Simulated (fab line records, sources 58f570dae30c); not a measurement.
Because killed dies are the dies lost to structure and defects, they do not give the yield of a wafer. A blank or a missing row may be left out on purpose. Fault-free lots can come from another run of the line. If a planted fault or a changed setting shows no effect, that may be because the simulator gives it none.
A struck lot beside a sound one ; flow berkeleyCmos170 ; 14 steps out of a route of 331
Sound: wafers L462.1, L462.2, L462.4. Wafers struck: L463.1, L463.4, L463.5. Last of all comes the cause.
Each step with rows lists, per side, the tool, then ch with its chambers, then its first start. Under that, the readings that differ: sound wafers ; struck wafers ; difference of the means ; sigmas: that difference in standard deviations of wafers without a fault.
alike: readings whose means differ by less than 2 such deviations, and words and numbers that are the same on both sides. not compared: withheld readings, readings that some wafer has no value for, bounds like >300 that may hide the same value, and numbers for which the record gives no deviation and whose values overlap.
Wherever a step has rows on one side only, a row that says differs or no value, or a row with sigmas, the two part there. When numbers do not overlap yet have no deviation, they are printed without sigmas and do not part them. A reading that every wafer of one side lacks parts them only if that side has two wafers or more.

first, 4 steps without rows for these wafers: UCB170_NWELL_WET_ETCH_19 (etches SiO2 in BOE, time 22 s); UCB170_PWELL_CLEAN_00 (cleans in SPM, time 600 s); UCB170_PWELL_CLEAN_01 (cleans in dHF, time 60 s); UCB170_PWELL_OXIDATION_02 (target thk 26.4 nm, ox time 1260 s).
UCB170_PWELL_THK_MEAS_03:
  sound: filmMetro-03 at day 6 14:17; struck: filmMetro-04 at day 6 20:08
reading;sound;struck;difference;sigmas
PWELL_OXIDE_THK (nm);26.1 25.9 25.9;27.2 27.4 26.9;+1.2;+2
then, 2 steps without rows for these wafers: UCB170_PWELL_ANNEAL_04 (time 900 s); UCB170_PWELL_CVD_05 (deposits Si3N4 from SiH2Cl2/NH3, target thk 220 nm, time 3300 s).
UCB170_PWELL_THK_MEAS_06:
  sound: filmMetro-03 at day 6 18:37; struck: filmMetro-04 at day 7 03:13
  alike: PWELL_NITRIDE_THK
then, 4 steps without rows for these wafers: UCB170_PWELL_HMDS_07 (prime time 60 s); UCB170_PWELL_COAT_08 (resist thk 900 nm); UCB170_PWELL_SOFTBAKE_09 (time 60 s); UCB170_PWELL_EXPOSE_10 (exposes mask PWELL, target cd 3000 nm).
UCB170_PWELL_PEB_11:
  struck on lithoTrack-01, day 7 04:26; sound on lithoTrack-03 ch 0, day 6 19:20
  no value came back on the struck wafers for chillPlateTempC (C), exhaustPa (Pa); on the sound wafers chillPlateTempC (C) reads 23.05 23.06 23.10
then, 1 step without rows for these wafers: UCB170_PWELL_DEVELOP_12 (develop time 45 s).

== WHERE THEY PART ==
Last at UCB170_PWELL_PEB_11 as far as this record goes, first at UCB170_PWELL_THK_MEAS_03.

WHY: what the simulator had put in
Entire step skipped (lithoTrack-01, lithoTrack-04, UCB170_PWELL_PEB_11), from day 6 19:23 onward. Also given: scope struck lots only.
